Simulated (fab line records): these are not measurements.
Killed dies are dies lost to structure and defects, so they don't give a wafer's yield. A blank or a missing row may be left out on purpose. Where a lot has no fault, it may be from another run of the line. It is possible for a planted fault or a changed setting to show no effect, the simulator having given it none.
Struck lot and sound lot, side by side | flow ritCmos | 16 out of 202 route steps
Sound: these wafers, L642.1, L642.2, L642.6. Struck: wafers L644.1, L644.2, L644.4. Last of all comes the cause.
Per side, at each step with rows, come the tool, then ch with its chambers, and then its first start. Under that, the readings that differ: sound wafers | struck wafers | difference of the means | sigmas: that difference in standard deviations of wafers without a fault.
alike: same words and numbers on both sides, and readings whose means sit less than 2 such deviations apart. not compared: any withheld reading, any reading some wafer has no value for, any bound like >300 that may hide the same value, and any number with overlapping values for which the record gives no deviation.
Wherever a step has rows on one side only, a row that says differs or no value, or a row with sigmas, the two part there. Numbers that have no deviation but don't overlap get no sigmas and don't part them. A reading that every wafer of one side lacks parts them only if that side has two wafers or more.

RIT_SILICIDE_RTA_06: time 10 s, ramp up 5 s, ramp down 10 s.
  sound on rtpAnneal-02 ch 0, day 4 12:29; struck on rtpAnneal-02 ch 0, day 5 00:42
  alike: wafer_temp_C_max
RIT_CONTACT_CVD_00: deposits SiO2 from TEOS, target thk 400 nm, time 61 s.
  sound on pecvd-04 ch 0,1, day 4 12:32; struck on pecvd-02 ch 1,2, day 5 00:46
  alike: heaterPowerW
  not compared: sinceWetCleanH
RIT_CONTACT_THK_MEAS_01:
  sound: filmMetro-02 at day 4 12:35; struck: filmMetro-03 at day 5 00:49
  alike: CONTACT_TEOS_THK
then, 6 steps without rows for these wafers: RIT_CONTACT_HMDS_02 (prime time 60 s); RIT_CONTACT_COAT_03 (resist thk 1000 nm); RIT_CONTACT_SOFTBAKE_04 (time 60 s); RIT_CONTACT_EXPOSE_05 (exposes mask M11, target cd 1000 nm); RIT_CONTACT_PEB_06; RIT_CONTACT_DEVELOP_07 (develop time 120 s).
RIT_CONTACT_CD_MEAS_08: the cd target is 1000 nm.
  sound: cdSem-01 at day 4 13:45; struck: cdSem-01 at day 5 01:51
  alike: cdNm
RIT_CONTACT_OVL_MEAS_09:
  sound: overlay-02 at day 4 13:52; struck: overlay-01 at day 5 01:58
  alike: CONTACT_OVL
then, 1 step without rows for these wafers: RIT_CONTACT_HARDBAKE_10 (time 60 s).
RIT_CONTACT_ETCH_11: etches SiO2 in CHF3/CF4/Ar, stops on TiSi2, target depth 480 nm, time 320 s.
  sound on rieDiel-01 ch 0,1,3, day 4 14:03; struck on rieDiel-03 ch 0,1,3, day 5 02:09
  no value came back on the struck wafers for any of 7 readings (CHF3_flow_sccm (sccm), O2_flow_sccm (sccm) and others); on the sound wafers CHF3_flow_sccm (sccm) reads 49.96 49.87 49.73
reading                                     | sound             | struck            | difference | sigmas
model.NOVOLAK_of_CONTACT_COAT_03.thkNm (nm) | 772.3 773.5 768.4 | 885.1 885.5 886.3 | +114.2     | 
  not compared: rfHoursCounterH
RIT_CONTACT_STRIP_12: strips in O2, time 180 s.
  sound on plasmaAsher-01 ch 0,1, day 4 14:15; struck on plasmaAsher-03 ch 0,1, day 5 02:21
  alike: chamberPressureMTorr, drypumpMotorCurrentA
  not compared: rfHoursCounterH
RIT_CONTACT_CD_MEAS_90: the cd target is 1000 nm.
  sound: cdSem-02 at day 4 14:25; struck: cdSem-02 at day 5 02:31
reading   | sound             | struck | difference                    | sigmas
cdNm (nm) | 997.9 995.7 998.0 | - - -  | no value on the struck wafers | 
then, 1 step without rows for these wafers: RIT_CONTACT_CLEAN_13 (cleans in SC1, time 600 s).

WHERE THEY PART
First at RIT_CONTACT_ETCH_11; last, within this record, at RIT_CONTACT_CD_MEAS_90.

WHY: what had been put in by the simulator
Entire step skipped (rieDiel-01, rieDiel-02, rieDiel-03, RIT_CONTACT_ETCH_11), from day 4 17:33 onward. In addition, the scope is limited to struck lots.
